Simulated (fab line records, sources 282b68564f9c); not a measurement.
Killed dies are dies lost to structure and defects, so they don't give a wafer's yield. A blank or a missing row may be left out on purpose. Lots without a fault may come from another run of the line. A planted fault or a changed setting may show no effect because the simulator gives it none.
One fault seen from 2 desks | flow rit_cmos | each desk has only its own numbers; what lay behind them comes last

THE TOOL OWNER'S DESK: implanter-04
The tool's own readings at RIT_NLDD_IMPLANT_08: means of the sampled wafers that have a number, for each lot that ran on this tool. A lot is out of limits, marked OUT, if its mean lies more than 4 standard deviations from the usual mean; the brackets give that distance.
Columns: A = dose_ions_cm2 at RIT_NLDD_IMPLANT_08, usual 5.001e+14; B = end_station_pressure_torr at RIT_NLDD_IMPLANT_08, usual 6.2e-06 Torr; C = faraday_current_uA at RIT_NLDD_IMPLANT_08, usual 1570
lot  | first seen here | A                           | B       | C
L524 | day 3 05:05     | 5.001e+14                   | 6.2e-06 | 1559
L525 | day 3 10:28     | 5.000e+14                   | 6.2e-06 | 1552
L526 | day 3 18:31     | 4.997e+14                   | 5.9e-06 | 1559
L527 | day 3 22:17     | 5.000e+14                   | 6.2e-06 | 1600
L529 | day 4 10:56     | 4.998e+14                   | 6.4e-06 | 1591
L535 | day 5 16:34     | 7.136e+14 (+99 or more) OUT | 6.8e-06 | 2267 (+23) OUT
L539 | day 6 10:46     | 7.132e+14 (+99 or more) OUT | 6.5e-06 | 2237 (+22) OUT
This desk's finding: out of limits on L535, L539; first on L535, day 5 16:34 (dose_ions_cm2 at RIT_NLDD_IMPLANT_08). In limits: L524, L525, L526, L527, L529.

THE METROLOGY DESK
What the gauges read, lot by lot, whatever tool the lot ran on: means of the sampled wafers that have a number. A lot is out of limits, marked OUT, if its mean lies more than 4 standard deviations from the usual mean; the brackets give that distance.
Columns: A = NWELL_RS at RIT_WELLDRIVE_RS_MEAS_01, usual 278.8 ohm/sq; B = NLDD_TW at RIT_NLDD_TW_MEAS_10, usual 2476; C = PSD_OVL at RIT_PSD_OVL_MEAS_06, usual 0.6 nm; D = NLDD_RS at RIT_SDANNEAL_RS_MEAS_07, usual 151.6 ohm/sq
lot  | first seen here | A     | B              | C    | D
L524 | day 2 10:53     | 280.1 | 2442           | -2.2 | 150.5
L523 | day 2 11:23     | 279.2 | 2469           | 0.7  | 151.5
L525 | day 2 16:31     | 279.7 | 2463           | 2.9  | 150.5
L526 | day 3 01:43     | 277.0 | 2445           | -0.0 | 151.8
L527 | day 3 02:58     | 278.5 | 2467           | 2.0  | 150.9
L528 | day 3 07:01     | 278.1 | 2444           | 2.3  | 151.9
L529 | day 3 15:50     | 279.2 | 2460           | 0.0  | 152.4
L530 | day 3 18:43     | 279.1 | 2482           | -0.6 | 151.6
L531 | day 4 00:08     | 278.7 | 2456           | 1.3  | 152.6
L535 | day 4 20:46     | 278.3 | 2707 (+12) OUT | 0.3  | 114.0 (-66) OUT
L537 | day 5 12:04     | 278.5 | 2499           | -1.3 | 151.3
L539 | day 5 17:08     | 280.0 | 2736 (+13) OUT | 0.3  | 113.6 (-67) OUT
L540 | day 6 01:58     | 278.3 | 2478           | 1.9  | 151.0
L542 | day 6 07:00     | 278.6 | 2506           | -0.2 | 151.7
This desk's finding: out of limits on L535, L539; first on L535, day 5 16:53 (NLDD_TW at RIT_NLDD_TW_MEAS_10). In limits: L524, L523, L525, L526, L527, L528, L529, L530, L531, L537, L540, L542.

PUT TOGETHER
The tool owner's desk could have raised an alarm at day 5 16:34, on L535, L539.
The metrology desk could have raised an alarm at day 5 16:53, on L535, L539.
Of the lots named, all ran RIT_NLDD_IMPLANT_08 on implanter-04.

WHAT THE SIMULATOR HAD PUT IN
Process parameter drift: implanter-04, from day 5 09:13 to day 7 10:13, at RIT_NLDD_IMPLANT_08. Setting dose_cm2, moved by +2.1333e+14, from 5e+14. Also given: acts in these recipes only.
Lots struck among those shown: L535, L539.
Hours from the fault's start to each desk's first reading out of limits: the tool owner's desk, 7; the metrology desk, 8.
